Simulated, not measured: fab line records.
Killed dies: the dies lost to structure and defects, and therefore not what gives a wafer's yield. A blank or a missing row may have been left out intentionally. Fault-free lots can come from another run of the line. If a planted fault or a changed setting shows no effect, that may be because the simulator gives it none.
Split-lot experiment	flow berkeley cmos170	23 wafers read across 5 lots, on a route 331 steps long

THE SPLIT
At UCB170_M1_METAL_ETCH_12 (etches Al in Cl2/BCl3, stops on PSG, target depth 780 nm, time 130 s), the setting icp w was moved away from the recipe's 600 W on 10 of the 23 wafers read, by +6.2% to +8.9%. All remaining wafers had this setting at the recipe value.

The reading is taken at the split's own step.

THE READING
KrF_of_M1_COAT_04.thk nm (the simulator's own value, which no gauge read), in nm, at UCB170_M1_METAL_ETCH_12 (etches Al in Cl2/BCl3, stops on PSG, target depth 780 nm, time 130 s). The file does not state a usual value for it. Here, 13 wafers ran the recipe; their average is 438.7 nm with a standard deviation of 12 nm.

wafer	tool, chamber at the split	icp w as run, W	against the recipe	KrF_of_M1_COAT_04.thk nm, nm	against lot-mates on the recipe
L076.1	rie metal-04, 0	640.9	+6.8%	417.1	-20.1
L076.2	rie metal-04, 1	640.9	+6.8%	397.4	-39.8
L076.3	rie metal-04, 0	600	recipe	450.1	-
L076.4	rie metal-04, 1	640.9	+6.8%	398.9	-38.3
L076.6	rie metal-04, 1	600	recipe	424.3	-
L079.2	rie metal-03, 0	600	recipe	456.7	-
L079.3	rie metal-03, 1	600	recipe	455	-
L079.4	rie metal-03, 0	600	recipe	459.6	-
L079.5	rie metal-03, 0	642.1	+7.0%	431.1	-26.0
L079.6	rie metal-03, 1	642.1	+7.0%	421.6	-35.5
L081.1	rie metal-03, 0	637	+6.2%	423.8	-14.3
L081.2	rie metal-03, 1	600	recipe	436	-
L081.4	rie metal-03, 1	637	+6.2%	415.2	-22.9
L081.5	rie metal-03, 1	600	recipe	440.3	-
L081.6	rie metal-03, 0	637	+6.2%	425	-13.1
L083.2	rie metal-01, 0	653.2	+8.9%	393.1	-42.4
L083.3	rie metal-01, 1	653.2	+8.9%	402.7	-32.8
L083.4	rie metal-01, 0	600	recipe	432.2	-
L083.5	rie metal-01, 1	600	recipe	438.6	-
L083.6	rie metal-01, 0	600	recipe	435.8	-
L085.1	rie metal-04, 1	600	recipe	421.6	-
L085.3	rie metal-04, 1	600	recipe	426.1	-
L085.6	rie metal-04, 1	600	recipe	427.1	-

THE FIT
A straight line over all 23 wafers: KrF_of_M1_COAT_04.thk nm changes by -3.83 nm for each +1% of icp w; r = -0.75; the points scatter about the line by 12 nm.
The same after taking each lot's own level away (the mean of its wafers on the recipe; 23 wafers): -4.12 nm for each +1%; r = -0.91; scatter 7.1 nm.
According to that fit, moving icp w by its largest amount changes the reading by 37 nm.
Measured against the standard deviation above, the lots' own levels, which go from 424.93 to 457.10 nm, span 2.6 times it.
So the lot-to-lot level blurs the effect unless lot-mates are compared.
Check: -35.1 nm against its lot-mates is what the line predicts for one of the wafers moved furthest among these (+8.9%) when that wafer is left out of the fit. Against them it came out at -42.4 nm.

ADDITIONAL SPLITS CARRIED BY THESE WAFERS
Other splits were also applied to these wafers ahead of the reading. Each is held against what the fit with the lots' levels taken away leaves over:
other split on the same wafers	wafers away from the commonest value	r with KrF_of_M1_COAT_04.thk nm (lot level and that fit taken away)
UCB170_NSD_EXPOSE_03 dose mj	8	-0.23
UCB170_NSD_IMPLANT_08 dose cm2	11	+0.15
UCB170_SILICIDE_SPUTTER_01 time s	7	-0.14
UCB170_CONTACT_CVD_01 temp c	15	+0.31
UCB170_CONTACT_COAT_09 spin rpm	10	-0.31

THE FILE'S OWN FIT
KrF_of_M1_COAT_04.thk nm changes by -4.13 nm for each +1% of icp w, r = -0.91.
